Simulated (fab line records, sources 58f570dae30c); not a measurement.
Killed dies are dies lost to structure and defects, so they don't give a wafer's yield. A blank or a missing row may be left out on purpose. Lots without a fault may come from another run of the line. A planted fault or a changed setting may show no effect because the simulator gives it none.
Chamber matching | flow berkeley_cmos170 | UCB170_GATE_ETCH_15 on rie_si-01: 4 sister chambers
The step etches poly-Si in HBr/Cl2, stops on SiO2, time 56.3 s, target depth 278.2 nm. 14 wafers are shown with their chamber, then 7 later ones without.

WAFERS WITH THEIR CHAMBER
wafer  | chamber | drypump_motor_current_A (A) | throttle_valve_pct (%) | oes_product_au (a.u.)
L284.2 | 2       | 6.5                         | 26.44                  | 0.846
L284.3 | 3       | 5.7                         | 26.37                  | 0.855
L284.5 | 0       | 5.3                         | 26.54                  | 0.818
L285.1 | 1       | 6.4                         | 26.71                  | 0.823
L285.5 | 2       | 6.5                         | 26.41                  | 0.842
L285.6 | 3       | 5.7                         | 26.39                  | 0.839
L288.3 | 2       | 6.4                         | 26.43                  | 0.831
L288.4 | 0       | 5.3                         | 26.56                  | 0.820
L288.6 | 1       | 6.5                         | 26.68                  | 0.825
L291.2 | 0       | 5.3                         | 26.55                  | 0.824
L291.3 | 2       | 6.5                         | 26.43                  | 0.838
L291.6 | 1       | 6.4                         | 26.70                  | 0.818
L293.2 | 1       | 6.4                         | 26.68                  | 0.827
L293.3 | 0       | 5.3                         | 26.55                  | 0.827

SIGNATURES (means of the wafers above)
reading                 | chamber 0 | chamber 1 | chamber 2 | chamber 3 | scatter within a chamber
drypump_motor_current_A | 5.300     | 6.425     | 6.475     | 5.700     | 0.0387
throttle_valve_pct      | 26.5500   | 26.6925   | 26.4275   | 26.3800   | 0.0124
oes_product_au          | 0.82225   | 0.82325   | 0.83925   | 0.84700   | 0.00587
Rule: a wafer's distance from a chamber is the root of the sum, over the readings, of the square of ((its reading less the chamber's mean) divided by the reading's scatter). The wafer belongs to the nearest chamber; if the next one is less than 2 further off, it can't be placed. The scatter: the root of (the sum of the squares of (reading less its chamber's mean) over the shown wafers, divided by (wafers less chambers)).

WAFERS WITHOUT THEIR CHAMBER
wafer  | drypump_motor_current_A (A) | throttle_valve_pct (%) | oes_product_au (a.u.)
L293.4 | 5.7                         | 26.38                  | 0.848
L296.2 | 5.7                         | 26.37                  | 0.847
L296.4 | 6.5                         | 26.43                  | 0.845
L296.5 | 5.7                         | 26.37                  | 0.851
L303.1 | 6.5                         | 26.42                  | 0.838
L303.2 | 5.3                         | 26.55                  | 0.819
L303.6 | 6.4                         | 26.70                  | 0.813

WHICH CHAMBER EACH WENT THROUGH
wafer  | from the rows above | in truth
L293.4 | 3                   | 3
L296.2 | 3                   | 3
L296.4 | 2                   | 2
L296.5 | 3                   | 3
L303.1 | 2                   | 2
L303.2 | 0                   | 0
L303.6 | 1                   | 1
Placed correctly: 7 of 7. Can't be placed from these rows: 0. Placed wrongly: 0.
